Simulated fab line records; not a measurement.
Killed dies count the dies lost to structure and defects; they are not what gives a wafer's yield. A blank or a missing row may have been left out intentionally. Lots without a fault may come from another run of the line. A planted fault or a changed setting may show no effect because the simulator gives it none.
Which of the tools did it? / flow berkeley cmos170 / 21 wafers from 7 lots sampled at 2 of the route's 331 steps

WHAT THE GAUGES SHOWED, per wafer
UCB170_ACTIVE_CD_MEAS_90: the cd target is 1200 nm.
lot=L689; measured=day 5 03:28; on=cd sem-02; cd nm (nm)=1200.8 1202.4 1200.6
lot=L690; measured=day 5 17:06; on=cd sem-02; cd nm (nm)=1201.0 1200.5 1200.8
lot=L694; measured=day 6 14:22; on=cd sem-02; cd nm (nm)=1200.4 1199.8 1200.2
lot=L696; measured=day 6 13:53; on=cd sem-01; cd nm (nm)=- - -
lot=L699; measured=day 7 13:25; on=cd sem-02; cd nm (nm)=1199.4 1197.7 1197.2
lot=L704; measured=day 8 12:46; on=cd sem-01; cd nm (nm)=1200.4 1198.2 1199.0
lot=L706; measured=day 8 21:46; on=cd sem-02; cd nm (nm)=1199.8 1199.8 1198.9

TOOL THAT RAN EACH LOT (tool first, then ch and the chambers of the sampled wafers, then the start)
lot=L689; UCB170_ACTIVE_PEB_11=litho track-04 ch 0, day 5 02:42
lot=L690; UCB170_ACTIVE_PEB_11=litho track-02 ch 0, day 5 16:28
lot=L694; UCB170_ACTIVE_PEB_11=litho track-02 ch 0, day 6 13:44
lot=L696; UCB170_ACTIVE_PEB_11=litho track-01, day 6 13:16
lot=L699; UCB170_ACTIVE_PEB_11=litho track-01 ch 0, day 7 12:41
lot=L704; UCB170_ACTIVE_PEB_11=litho track-04 ch 0, day 8 12:08
lot=L706; UCB170_ACTIVE_PEB_11=litho track-02 ch 0, day 8 21:09
- UCB170_ACTIVE_PEB_11

THE ANSWER, worked out from the rows above alone
Rule: the lots themselves supply what counts as usual. Put in order of their means at a reading, lots are off if they are a third of the lots or fewer, leave a main group of 4 or more, and stand apart from it by a gap of 3 or more times the standard deviation of the main group's means; of several such gaps the widest counts. Not used: any main group whose means are identical at the precision the tables above print for the reading. Also off: a lot with no number at a reading for which 4 or more lots have one. The other lots that the step has rows for count as sound.
Off: L696 (UCB170_ACTIVE_CD_MEAS_90, cd nm). Without a number there: L696. Main group: mean 1199.8 nm, sd 1.
If a tool, at a process step before that reading, ran all the lots that are off and no sound lot after the first of them, it fits. Those tools and the gauges at UCB170_ACTIVE_CD_MEAS_90 are tried in the same way. None of those tried fits.

WHAT THE SIMULATOR HAD INSERTED
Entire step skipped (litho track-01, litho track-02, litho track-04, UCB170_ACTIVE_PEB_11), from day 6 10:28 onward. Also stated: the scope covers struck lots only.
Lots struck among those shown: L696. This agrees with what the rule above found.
